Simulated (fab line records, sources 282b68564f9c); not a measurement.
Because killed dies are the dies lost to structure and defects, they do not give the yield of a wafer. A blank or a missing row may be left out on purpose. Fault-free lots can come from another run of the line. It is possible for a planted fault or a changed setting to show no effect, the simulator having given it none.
Comparing a struck lot with a sound one || flow ritCmos || 44 steps out of a route of 202
Sound: the wafers L752.1, L752.2, L752.3. Wafers L758.2, L758.3, L758.4 were the ones struck. The cause comes at the end.
Order at every step that has rows: each side's tool, ch and its chambers, its first start. Under that, the readings that differ: sound wafers || struck wafers || difference of the means || sigmas: that difference in standard deviations of wafers without a fault.
alike: same words and numbers on both sides, and readings whose means sit less than 2 such deviations apart. not compared: any withheld reading, any reading some wafer has no value for, any bound like >300 that may hide the same value, and any number with overlapping values for which the record gives no deviation.
The two part at a step that has a row with sigmas, a row that says differs or no value, or rows on one side only. Numbers that don't overlap but have no deviation are shown without sigmas and don't part them. A reading that every wafer of one side lacks parts them only if that side has two wafers or more.

first, 1 step without rows for these wafers: RIT_PRETRO_IMPLANT_08.
RIT_PRETRO_STRIP_09: strips in O2, time 180 s.
  sound on plasmaAsher-01 ch 0,1, day 3 09:34; struck on plasmaAsher-04 ch 0,1, day 4 14:39
{"reading": "rfReflPowerW (W)", "sound": "5.9 4.9 5.1", "struck": "8.7 7.5 9.1", "difference": "+3.1", "sigmas": "+2"}
  alike: drypumpMotorCurrentA
  not compared: rfHoursCounterH
RIT_PRETRO_TW_MEAS_10:
  sound on filmMetro-03, day 3 09:44; struck on filmMetro-01, day 4 14:50
{"reading": "PRETRO_TW", "sound": "471 470 472", "struck": "487 484 485", "difference": "+14", "sigmas": "+2"}
then, 5 steps without rows for these wafers: RIT_GATE_WET_ETCH_00 (etches SiO2 in BOE, target depth 56 nm, time 60 s); RIT_GATE_CLEAN_01 (cleans in SC1, time 600 s); RIT_GATE_CLEAN_02 (cleans in dHF, time 30.96 s); RIT_GATE_CLEAN_03 (cleans in SC2, time 600 s); RIT_GATE_CLEAN_04 (cleans in dHF, time 60 s).
RIT_FOX2_THK_MEAS_91:
  sound on filmMetro-03, day 3 10:13; struck on filmMetro-01, day 4 15:20
  alike: FIELD_OXIDE_LEFT_2_THK
then, 2 steps without rows for these wafers: RIT_GATE_OXIDATION_05 (target thk 3 nm, ox time 270 s); RIT_GATE_ANNEAL_06 (time 600 s).
RIT_GATE_THK_MEAS_07:
  sound on filmMetro-03, day 3 11:50; struck on filmMetro-01, day 4 16:43
  alike: GATE_OXIDE_THK
RIT_GATE_CVD_08: deposits poly-Si from SiH4, target thk 250 nm, time 2220 s.
  sound on lpcvd-01 ch 0, day 3 11:54; struck on lpcvd-02 ch 0, day 4 16:46
{"reading": "pressureMtorr (mTorr)", "sound": "299.8 299.4 299.5", "struck": "360.1 360.5 360.0", "difference": "+60.6", "sigmas": "+95"}
{"reading": "model.poly-Si_of_GATE_CVD_08.thkNm (nm)", "sound": "250 250.4 251.6", "struck": "273 271.4 272", "difference": "+21", "sigmas": ""}
  alike: spikeTcLoadC, zonePowerCentrePct
RIT_GATE_THK_MEAS_09:
  sound on filmMetro-04, day 3 13:31; struck on filmMetro-01, day 4 18:24
{"reading": "GATE_POLY_THK (nm)", "sound": "249.8 250.8 251.7", "struck": "272.8 271.5 272.0", "difference": "+21.3", "sigmas": "+11"}
then, 2 steps without rows for these wafers: RIT_GATE_HMDS_10 (prime time 60 s); RIT_GATE_COAT_11 (resist thk 850 nm).
RIT_GATE_SOFTBAKE_12: time 62 s.
  sound on lithoTrack-02 ch 0, day 3 13:53; struck on lithoTrack-02 ch 0, day 4 18:46
  alike: plateSensorTCentreC, plateSensorTEdgeC
then, 3 steps without rows for these wafers: RIT_GATE_EXPOSE_13 (exposes mask M6, target cd 150 nm); RIT_GATE_PEB_14; RIT_GATE_DEVELOP_15 (develop time 50 s).
RIT_GATE_CD_MEAS_16 targets a cd of 150 nm.
  sound on cdSem-02, day 3 14:26; struck on cdSem-01, day 4 19:19
  alike: cdNm
RIT_GATE_OVL_MEAS_17:
  sound on overlay-01, day 3 14:33; struck on overlay-01, day 4 19:25
  alike: GATE_OVL
then, 1 step without rows for these wafers: RIT_GATE_HARDBAKE_18 (time 60 s).
RIT_GATE_ETCH_19: etches poly-Si in SF6/CHF3/O2, stops on SiO2, time 165 s, target depth 312.5 nm.
  sound on rieSi-01 ch 1,2,3, day 3 14:44; struck on rieSi-01 ch 0,2,3, day 4 19:40
{"reading": "oesProductAu (a.u.)", "sound": "0.851 0.870 0.877", "struck": "0.912 0.910 0.924", "difference": "+0.049", "sigmas": "+5"}
{"reading": "model.GATE.featureDepthNm (nm)", "sound": "250 250.4 251.6", "struck": "273 271.4 272", "difference": "+21", "sigmas": ""}
{"reading": "model.etch.depthNm (nm)", "sound": "250 250.4 251.6", "struck": "273 271.4 272", "difference": "+21", "sigmas": ""}
  alike: drypumpMotorCurrentA, heBacksideLeakSccm, throttleValvePct
  not compared: rfHoursCounterH
RIT_GATE_STRIP_20: strips in O2, time 180 s.
  sound on plasmaAsher-03 ch 0,1, day 3 14:50; struck on plasmaAsher-03 ch 0,1, day 4 19:47
  alike: drypumpMotorCurrentA, rfReflPowerW
  not compared: rfHoursCounterH
RIT_GATE_CD_MEAS_90 targets a cd of 150 nm.
  sound on cdSem-02, day 3 15:01; struck on cdSem-02, day 4 19:58
  alike: cdNm
then, 4 steps without rows for these wafers: RIT_REOX_CLEAN_00 (cleans in SC1, time 600 s); RIT_REOX_CLEAN_01 (cleans in dHF, time 30 s); RIT_REOX_CLEAN_02 (cleans in SC2, time 588.2 s); RIT_REOX_OXIDATION_03 (target thk 25.2 nm, ox time 5580 s).
RIT_REOX_THK_MEAS_04:
  sound on filmMetro-04, day 3 18:04; struck on filmMetro-04, day 4 23:00
  alike: REOX_OXIDE_THK
then, 6 steps without rows for these wafers: RIT_NLDD_HMDS_00 (prime time 60 s); RIT_NLDD_COAT_01 (resist thk 1000 nm); RIT_NLDD_SOFTBAKE_02 (time 60 s); RIT_NLDD_EXPOSE_03 (exposes mask M7, target cd 40700 nm); RIT_NLDD_PEB_04; RIT_NLDD_DEVELOP_05 (develop time 50 s).
RIT_NLDD_OVL_MEAS_06:
  sound on overlay-02, day 3 19:10; struck on overlay-02, day 5 00:02
  alike: NLDD_OVL
then, 2 steps without rows for these wafers: RIT_NLDD_HARDBAKE_07 (time 60 s); RIT_NLDD_IMPLANT_08.
RIT_NLDD_STRIP_09: strips in O2, time 180 s.
  sound on plasmaAsher-01 ch 0,1, day 3 19:32; struck on plasmaAsher-02 ch 0,1, day 5 00:22
  alike: drypumpMotorCurrentA, rfReflPowerW
  not compared: rfHoursCounterH
RIT_NLDD_TW_MEAS_10:
  sound on filmMetro-04, day 3 19:43; struck on filmMetro-02, day 5 00:33
{"reading": "NLDD_TW", "sound": "2448 2446 2468", "struck": "2530 2529 2526", "difference": "+74", "sigmas": "+2"}
RIT_SDANNEAL_CLEAN_02: cleans in SC2, time 600 s.
  sound on wetBench-02 ch 0, day 4 03:28; struck on wetBench-03 ch 2, day 5 07:58
{"reading": "model.poly-Si_of_GATE_CVD_08.thkNm (nm)", "sound": "162.8 164.1 164.6", "struck": "186 183.6 184.2", "difference": "+21", "sigmas": ""}
  alike: tempC
RIT_M1_PROBE_99:
  sound on prober-02, day 4 11:10; struck on prober-01, day 5 15:29
{"reading": "model.etest.nmosTurned.driveUaUm", "sound": "311.4 312.8 301.2", "struck": "274 285 281.6", "difference": -28, "sigmas": ""}
{"reading": "model.etest.polyCombOverSteps.leakLog10AUm", "sound": "-12.66 -12.78 -12.89", "struck": "-10.79 -10.67 -10.33", "difference": "+2.18", "sigmas": ""}
{"reading": "model.etest.nmos_0p15.toxInvNm (nm)", "sound": "4.529 4.538 4.56", "struck": "4.662 4.598 4.618", "difference": "+0.084", "sigmas": ""}
  alike: killedAtContacts, killedAtFrontEnd, killedDies, killedOpen, killedShort
  not compared: model.etest.pmosTurned.rOnOhmUm, model.etest.pmosTurned.driveUaUm

WHERE THEY PART
Last at RIT_NLDD_TW_MEAS_10 as far as this record goes, first at RIT_PRETRO_STRIP_09. Later steps at which nothing parts them and some readings are alike: RIT_SDANNEAL_CLEAN_02, RIT_M1_PROBE_99.

WHY: whatever the simulator had introduced
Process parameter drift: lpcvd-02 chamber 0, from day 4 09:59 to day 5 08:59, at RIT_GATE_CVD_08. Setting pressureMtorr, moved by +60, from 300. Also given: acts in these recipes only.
